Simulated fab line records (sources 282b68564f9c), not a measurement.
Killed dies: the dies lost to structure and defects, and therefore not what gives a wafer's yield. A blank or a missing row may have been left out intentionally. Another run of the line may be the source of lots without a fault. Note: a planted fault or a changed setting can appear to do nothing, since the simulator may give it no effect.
The tool behind it: which one?    flow rit_cmos    15 lots with 45 wafers sampled at 2 steps, on a route of 202 steps

WHAT EACH GAUGE READ, for each wafer
The record holds no reading of a measuring or inspecting step that can be judged against a usual standard deviation.

TOOL THAT RAN EACH LOT (tool first, then ch and the chambers of the sampled wafers, then the start)
lot   RIT_NWELL_IMPLANT_08            RIT_M1_PROBE_99
L634  implanter-03 ch 0, day 1 20:35  -
L635  implanter-04 ch 0, day 2 03:32  -
L638  implanter-04 ch 0, day 2 19:35  -
L639  implanter-04 ch 0, day 2 23:49  prober-02, day 4 11:37
L640  implanter-03 ch 0, day 3 04:25  prober-01, day 4 17:14
L641  implanter-04 ch 0, day 3 10:01  prober-02, day 5 02:04
L643  implanter-04 ch 0, day 3 19:42  -
L644  implanter-01 ch 0, day 4 00:20  -
L645  implanter-01 ch 0, day 4 07:04  prober-01, day 5 20:35
L652  implanter-04 ch 0, day 5 17:20  prober-02, day 7 06:34
L653  implanter-04 ch 0, day 5 20:42  prober-01, day 7 09:07
L654  implanter-04 ch 0, day 6 03:13  -
L655  implanter-03 ch 0, day 6 09:52  -
L656  implanter-03 ch 0, day 6 12:40  -
L657  implanter-03 ch 0, day 6 16:12  -
- RIT_NWELL_IMPLANT_08
- RIT_M1_PROBE_99

AS READ BY THE TOOLS THEMSELVES (means over the sampled wafers that have a number; for cases with no such wafer, the mark the record gives instead)
RIT_NWELL_IMPLANT_08. Usual: beam_energy_keV reads 170.00 (standard deviation 0.051).
lot   tool          beam_energy_keV  flag
L634  implanter-03  169.98           
L635  implanter-04  169.99           
L638  implanter-04  169.95           
L639  implanter-04  169.94           
L640  implanter-03  170.03           
L641  implanter-04  169.98           
L643  implanter-04  170.00           
L644  implanter-01  170.00           
L645  implanter-01  170.00           
L652  implanter-04  178.29           OFF
L653  implanter-04  178.22           OFF
L654  implanter-04  178.21           OFF
L655  implanter-03  170.00           
L656  implanter-03  169.97           
L657  implanter-03  170.02           

RIT_M1_PROBE_99. Usual: killed_at_M0_to_M3 0.0, standard deviation 0.12; killed_at_contacts 0.1, standard deviation 0.25; killed_at_front_end 6.3, standard deviation 2.9; killed_dies 6.4, standard deviation 2.8; killed_open 3.3, standard deviation 2; killed_short 3.1, standard deviation 2.
lot   tool       killed_at_M0_to_M3  killed_at_contacts  killed_at_front_end  killed_dies  killed_open  killed_short  flag
L639  prober-02  0.0                 0.0                 6.3                  6.3          1.3          5.0           
L640  prober-01  0.0                 0.0                 5.7                  5.7          3.0          2.7           
L641  prober-02  0.0                 0.0                 6.3                  6.3          3.0          3.3           
L645  prober-01  0.0                 0.3                 7.0                  7.3          2.7          4.7           
L652  prober-02  0.0                 0.0                 6.3                  6.3          4.0          2.3           
L653  prober-01  0.0                 0.0                 6.3                  6.3          3.3          3.0           

THE ANSWER, worked out from the rows above alone
Rule: a lot counts as off when the mean over its wafers that have a number is more than 3 standard deviations away from the usual mean. A lot without any number at a reading at which 4 lots or more have one is off too. All remaining lots with rows at the step are treated as sound. Order of review: gauges by route order, followed by the tools' own readings, for which a lot's mean as printed above is used. At the first step where some lot is off, the reading lying furthest off is the one used; lots without a number count as furthest.
Off at RIT_NWELL_IMPLANT_08 (beam_energy_keV): L652, L653, L654.
A tool fits if, at that step or a process step before it, it ran every lot that is off, and no sound lot after the first of them. One fits: RIT_NWELL_IMPLANT_08 on implanter-04. Its last sound lot is L643 (day 3 19:42), its first lot that is off L652 (day 5 17:20): a fault that began between those two fits.
On the lots that are off, the tool's own readings at RIT_NWELL_IMPLANT_08 differ by more than 5 times the standard deviation of the sound lots' means, which bears it out; beam_energy_keV reads 178.24 there versus 169.99 on the sound lots.

WHAT THE SIMULATOR HAD INSERTED
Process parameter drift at RIT_NWELL_IMPLANT_08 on implanter-04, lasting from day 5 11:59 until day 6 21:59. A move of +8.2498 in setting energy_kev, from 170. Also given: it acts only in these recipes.
Struck lots among those shown: L652, L653, L654. The rule given above showed the same thing.
